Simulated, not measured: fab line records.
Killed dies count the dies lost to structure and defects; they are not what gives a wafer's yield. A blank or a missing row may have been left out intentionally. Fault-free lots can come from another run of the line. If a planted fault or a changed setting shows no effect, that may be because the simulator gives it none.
A struck lot beside a sound one    flow rit-cmos    44 out of 202 route steps
Sound: these wafers, L525.1, L525.2, L525.6. Wafers struck: L535.3, L535.4, L535.5. The cause is given at the end.
Each step with rows lists, per side, the tool, then ch with its chambers, then its first start. Under that, the readings that differ: sound wafers    struck wafers    difference of the means    sigmas: that difference in standard deviations of wafers without a fault.
alike: a reading whose means differ by less than 2 such deviations, as well as words and numbers matching on both sides. not compared: withheld readings; readings where some wafer has no value; bounds like >300 that might hide an equal value; numbers whose values overlap and for which the record gives no deviation.
Wherever a step has rows on one side only, a row that says differs or no value, or a row with sigmas, the two part there. When numbers do not overlap yet have no deviation, they are printed without sigmas and do not part them. A reading missing from all wafers of one side parts the sides only when that side holds two or more wafers.

first, 3 steps without rows for these wafers: RIT_REOX_CLEAN_01 (cleans in dHF, time 30 s); RIT_REOX_CLEAN_02 (cleans in SC2, time 584.9 s); RIT_REOX_OXIDATION_03 (target thk 25.2 nm, ox time 5580 s).
RIT_REOX_THK_MEAS_04:
  sound: film-metro-04 at day 3 09:19; struck: film-metro-03 at day 5 15:29
  alike: REOX_OXIDE_THK
then, 6 steps without rows for these wafers: RIT_NLDD_HMDS_00 (prime time 60 s); RIT_NLDD_COAT_01 (resist thk 1000 nm); RIT_NLDD_SOFTBAKE_02 (time 60 s); RIT_NLDD_EXPOSE_03 (exposes mask M7, target cd 40700 nm); RIT_NLDD_PEB_04; RIT_NLDD_DEVELOP_05 (develop time 50 s).
RIT_NLDD_OVL_MEAS_06:
  sound: overlay-01 at day 3 10:14; struck: overlay-02 at day 5 16:23
  alike: NLDD_OVL
then, 1 step without rows for these wafers: RIT_NLDD_HARDBAKE_07 (time 60 s).
RIT_NLDD_IMPLANT_08:
  sound on implanter-04 ch 0, day 3 10:25; struck on implanter-04 ch 0, day 5 16:37
reading             sound                      struck                         difference  sigmas
dose-ions-cm2       4.995e+14 5e+14 4.999e+14  7.133e+14 7.138e+14 7.137e+14  +2.138e+14  +99 or more
faraday-current-uA  1575 1626 1565             2273 2254 2280                 +680        +23
RIT_NLDD_STRIP_09: strips in O2, time 180 s.
  sound on plasma-asher-04 ch 0,1, day 3 10:34; struck on plasma-asher-03 ch 0,1, day 5 16:46
  alike: drypump-motor-current-A
  not compared: rf-hours-counter-h
RIT_NLDD_TW_MEAS_10:
  sound: film-metro-01 at day 3 10:44; struck: film-metro-02 at day 5 16:55
reading  sound           struck          difference  sigmas
NLDD_TW  2461 2462 2471  2702 2698 2670  +225        +11
then, 6 steps without rows for these wafers: RIT_PLDD_HMDS_00 (prime time 60 s); RIT_PLDD_COAT_01 (resist thk 1000 nm); RIT_PLDD_SOFTBAKE_02 (time 60 s); RIT_PLDD_EXPOSE_03 (exposes mask M8, target cd 40900 nm); RIT_PLDD_PEB_04; RIT_PLDD_DEVELOP_05 (develop time 50 s).
RIT_PLDD_OVL_MEAS_06:
  sound: overlay-01 at day 3 11:42; struck: overlay-01 at day 5 17:57
  alike: PLDD_OVL
then, 2 steps without rows for these wafers: RIT_PLDD_HARDBAKE_07 (time 60 s); RIT_PLDD_IMPLANT_08.
RIT_PLDD_STRIP_09: strips in O2, time 180 s.
  sound on plasma-asher-04 ch 0,1, day 3 12:02; struck on plasma-asher-04 ch 0,1, day 5 18:20
  alike: drypump-motor-current-A
  not compared: rf-hours-counter-h
RIT_PLDD_TW_MEAS_10:
  sound: film-metro-02 at day 3 12:13; struck: film-metro-04 at day 5 18:28
reading  sound           struck          difference  sigmas
PLDD_TW  2315 2286 2311  2348 2348 2353  +46         +3
then, 4 steps without rows for these wafers: RIT_SPACER_CLEAN_00 (cleans in SC1, time 600 s); RIT_SPACER_CLEAN_01 (cleans in dHF, time 30 s); RIT_SPACER_CLEAN_02 (cleans in SC2, time 600 s); RIT_SPACER_CVD_03 (deposits Si3N4 from SiH2Cl2/NH3, target thk 250 nm, time 3232 s).
RIT_SPACER_THK_MEAS_04:
  sound: film-metro-01 at day 3 14:39; struck: film-metro-01 at day 5 20:49
reading                  sound              struck             difference  sigmas
SPACER_NITRIDE_THK (nm)  242.0 242.3 243.8  246.6 247.4 248.4  +4.8        +2
RIT_SPACER_ETCHBACK_05: etches Si3N4 in SF6/CHF3, stops on SiO2, target depth 250 nm, time 240 s.
  sound on rie-diel-03 ch 1,2,3, day 3 14:43; struck on rie-diel-04 ch 2,3, day 5 20:51
  alike: drypump-motor-current-A, oes-product-au, throttle-valve-pct
  not compared: rf-hours-counter-h
then, 6 steps without rows for these wafers: RIT_NSD_HMDS_00 (prime time 60 s); RIT_NSD_COAT_01 (resist thk 1000 nm); RIT_NSD_SOFTBAKE_02 (time 60 s); RIT_NSD_EXPOSE_03 (exposes mask M9, target cd 40700 nm); RIT_NSD_PEB_04; RIT_NSD_DEVELOP_05 (develop time 50 s).
RIT_NSD_OVL_MEAS_06:
  sound: overlay-02 at day 3 15:43; struck: overlay-01 at day 5 21:59
  alike: NSD_OVL
then, 2 steps without rows for these wafers: RIT_NSD_HARDBAKE_07 (time 60 s); RIT_NSD_IMPLANT_08.
RIT_NSD_STRIP_09: strips in O2, time 180 s.
  sound on plasma-asher-03 ch 0,1, day 3 16:03; struck on plasma-asher-03 ch 0,1, day 5 22:22
  alike: drypump-motor-current-A
  not compared: rf-hours-counter-h
RIT_SDANNEAL_RS_MEAS_07: uses a four-point probe to measure.
  sound: film-metro-04 at day 3 18:59; struck: film-metro-02 at day 6 00:55
reading           sound              struck             difference  sigmas
NLDD_RS (ohm/sq)  150.9 150.5 150.8  113.9 113.7 113.9  -36.9       -65
RIT_M1_PROBE_99:
  sound: prober-01 at day 4 01:55; struck: prober-01 at day 6 09:38
reading                              sound              struck             difference  sigmas
model.etest.nmos_0p3.r-on-ohm-um     2101 2126 2117     1905 1903 1910     -209        
model.etest.nmos_0p15.r-on-ohm-um    1136 1134 1110     936.5 925.2 915    -201.1      
model.etest.nldd.rs-ohm-sq           412.9 409 409.7    274.5 269.1 278.3  -136.6      
model.etest.nmos-turned.drive-ua-um  337.6 335.2 330.8  450.9 444.4 441    +110.9      
model.etest.nmos_0p15.drive-ua-um    488.3 482.6 483.9  566.9 562.1 561.4  +78.5       
model.etest.nldd.line-ohm-um         129.6 128.3 128.3  87.2 84.74 89.01   -41.8       
model.etest.nmos_0p3.drive-ua-um     242.6 236.8 236.8  254.4 255 253.7    +15.6       
model.etest.nmos-narrow.drive-ua-um  243.2 239.6 234    249.8 249.1 248.8  +10.3       
  alike: killed_at_M0_to_M3, killed-at-contacts, killed-at-front-end, killed-dies, killed-open, killed-short

WHERE THEY PART
At RIT_NLDD_IMPLANT_08 first; at RIT_SDANNEAL_RS_MEAS_07 last (within this record only). Later steps at which nothing parts them and some readings are alike: RIT_M1_PROBE_99.

WHY: whatever the simulator had introduced
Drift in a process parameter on implanter-04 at RIT_NLDD_IMPLANT_08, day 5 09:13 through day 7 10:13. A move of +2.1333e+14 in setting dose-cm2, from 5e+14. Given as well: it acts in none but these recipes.
